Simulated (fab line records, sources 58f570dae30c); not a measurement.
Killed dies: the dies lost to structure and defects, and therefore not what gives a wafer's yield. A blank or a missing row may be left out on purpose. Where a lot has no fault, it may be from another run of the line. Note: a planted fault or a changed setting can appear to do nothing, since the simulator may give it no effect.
Split-lot trial | flow berkeley-cmos170 | 5 lots, 23 wafers read, on a route of 331 steps

== ON THE SPLIT ==
At UCB170_SILICIDE_SPUTTER_01 (material Ti, target thk 30 nm, time 25 s), the setting power-w was moved away from the recipe's 1500 W on 10 of the 23 wafers read, by -10.7% to +9.1%. For the rest of the wafers, this setting stayed at what the recipe calls for.

== FROM SPLIT TO READING: 1 step shown by the file between the two ==
- UCB170_SILICIDE_RS_MEAS_02: measures by four-point-probe

== THE READING ==
SILICIDE_TI_THK, in nm, at UCB170_SILICIDE_THK_MEAS_03 (measures by xrf). Typical for fault-free wafers on this fab line: 30.24 nm, with standard deviation 0.29 nm.

wafer  | tool, chamber at the split | power-w as run, W | against the recipe | SILICIDE_TI_THK, nm | against lot-mates on the recipe
L074.1 | pvd-sputter-01, -          | 1500              | recipe             | 30.32               | -
L074.2 | pvd-sputter-01, -          | 1339              | -10.7%             | 26.79               | -3.35
L074.3 | pvd-sputter-01, -          | 1500              | recipe             | 29.76               | -
L074.4 | pvd-sputter-01, -          | 1339              | -10.7%             | 26.74               | -3.40
L074.6 | pvd-sputter-01, -          | 1500              | recipe             | 30.34               | -
L079.1 | pvd-sputter-01, -          | 1438              | -4.1%              | 28.81               | -1.30
L079.2 | pvd-sputter-01, -          | 1438              | -4.1%              | 28.83               | -1.28
L079.3 | pvd-sputter-01, -          | 1500              | recipe             | 30.05               | -
L079.5 | pvd-sputter-01, -          | 1438              | -4.1%              | 29.24               | -0.87
L079.6 | pvd-sputter-01, -          | 1500              | recipe             | 30.16               | -
L083.2 | pvd-sputter-02, -          | 1424              | -5.1%              | 28.67               | -1.67
L083.3 | pvd-sputter-02, -          | 1424              | -5.1%              | 28.89               | -1.45
L083.4 | pvd-sputter-02, -          | 1424              | -5.1%              | 28.90               | -1.44
L083.5 | pvd-sputter-02, -          | 1500              | recipe             | 30.46               | -
L083.6 | pvd-sputter-02, -          | 1500              | recipe             | 30.22               | -
L081.1 | pvd-sputter-04, -          | 1637              | +9.1%              | 33.01               | +2.57
L081.2 | pvd-sputter-04, -          | 1637              | +9.1%              | 32.98               | +2.54
L081.3 | pvd-sputter-04, -          | 1500              | recipe             | 30.52               | -
L081.5 | pvd-sputter-04, -          | 1500              | recipe             | 30.61               | -
L081.6 | pvd-sputter-04, -          | 1500              | recipe             | 30.18               | -
L085.4 | pvd-sputter-04, -          | 1500              | recipe             | 30.00               | -
L085.5 | pvd-sputter-04, -          | 1500              | recipe             | 30.51               | -
L085.6 | pvd-sputter-04, -          | 1500              | recipe             | 30.65               | -

THE FIT
A straight line over all 23 wafers: SILICIDE_TI_THK changes by +0.311 nm for each +1% of power-w; r = +0.99; the points scatter about the line by 0.23 nm.
The same after taking each lot's own level away (the mean of its wafers on the recipe; 23 wafers): +0.297 nm for each +1%; r = +0.99; scatter 0.2 nm.
According to that fit, moving power-w by its largest amount changes the reading by 3.2 nm.
Across the lots, their own levels run from 30.105 to 30.437 nm, a range of 1.1 times the standard deviation given above.
The two slopes agree, so the slope changes little with the lot-to-lot level.
Check: -3.16 nm against its lot-mates is what the line predicts for one of the wafers moved furthest among these (-10.7%) when that wafer is left out of the fit. It came out at -3.35 nm against them.

== THESE WAFERS: OTHER SPLITS ==
These wafers also went through other splits before the reading. Each is held against what the fit with the lots' levels taken away leaves over:
other split on the same wafers   | wafers away from the commonest value | r with SILICIDE_TI_THK (lot level and that fit taken away)
UCB170_PLDD_EXPOSE_03 dose-mj    | 8                                    | +0.07
UCB170_NLDD_EXPOSE_03 dose-mj    | 7                                    | -0.13
UCB170_SPACER_CVD_00 time-s      | 10                                   | +0.17
UCB170_NSD_IMPLANT_08 energy-kev | 10                                   | -0.25

== THE WHOLE CHAIN: every reading that the file lists as answering this split, in the file's order ==
step                        | what it does                             | reading                                                                           | change (the file's fit)             | r (the file's)
UCB170_SILICIDE_SPUTTER_01  | material Ti, target thk 30 nm, time 25 s | Ti_of_SILICIDE_SPUTTER_01.thk-nm (the simulator's own value, which no gauge read) | +0.3 nm for each +1% of the setting | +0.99
UCB170_SILICIDE_RS_MEAS_02  | measures by four-point-probe             | SILICIDE_TI_RS                                                                    | -0.319 for each +1% of the setting  | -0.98
UCB170_SILICIDE_THK_MEAS_03 | measures by xrf                          | SILICIDE_TI_THK                                                                   | +0.298 for each +1% of the setting  | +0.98

== FILE'S OWN FIT ==
SILICIDE_TI_THK changes by +0.298 nm for each +1% of power-w, r = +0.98.
